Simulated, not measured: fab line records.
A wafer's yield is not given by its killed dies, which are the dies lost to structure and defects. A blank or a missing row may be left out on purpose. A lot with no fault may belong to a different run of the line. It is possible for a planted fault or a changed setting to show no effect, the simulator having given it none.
Which tool was responsible? | flow berkeleyCmos170 | 21 wafers sampled from 7 lots at 1 step of a route of 331

## WHAT EACH GAUGE READ, for each wafer
UCB170_SCREENOX_THK_MEAS_02.
lot  | measured     | on           | SCREENOX_OXIDE_THK (nm)
L710 | day 6 07:19  | filmMetro-02 | 14.62 14.37 14.39
L714 | day 7 05:33  | filmMetro-01 | 14.43 14.40 14.06
L717 | day 8 11:20  | filmMetro-01 | 14.77 14.71 14.92
L721 | day 9 02:13  | filmMetro-02 | 14.06 14.23 14.11
L724 | day 9 16:19  | filmMetro-01 | 14.22 14.06 13.84
L727 | day 9 21:57  | filmMetro-03 | 14.36 14.73 14.28
L728 | day 10 11:01 | filmMetro-03 | 14.01 14.28 14.23

## WHAT TOOL EACH LOT RAN ON (gives the tool, then ch and the chambers of the sampled wafers, and finally the start)
The record shows no process step preceding these readings.

## THE ANSWER, worked out from the rows above alone
Rule: usual is defined by the lots themselves. Put in order of their means at a reading, lots are off if they are a third of the lots or fewer, leave a main group of 4 or more, and stand apart from it by a gap of 3 or more times the standard deviation of the main group's means; of several such gaps the widest counts. A main group whose means are all the same, to the digits that the tables above print for the reading, isn't used. Also off: a lot with no number at a reading for which 4 or more lots have one. All remaining lots with rows at the step are treated as sound.
Nothing can be told from this: no lot is off at any reading shown.

## WHAT HAD BEEN PUT IN BY THE SIMULATOR
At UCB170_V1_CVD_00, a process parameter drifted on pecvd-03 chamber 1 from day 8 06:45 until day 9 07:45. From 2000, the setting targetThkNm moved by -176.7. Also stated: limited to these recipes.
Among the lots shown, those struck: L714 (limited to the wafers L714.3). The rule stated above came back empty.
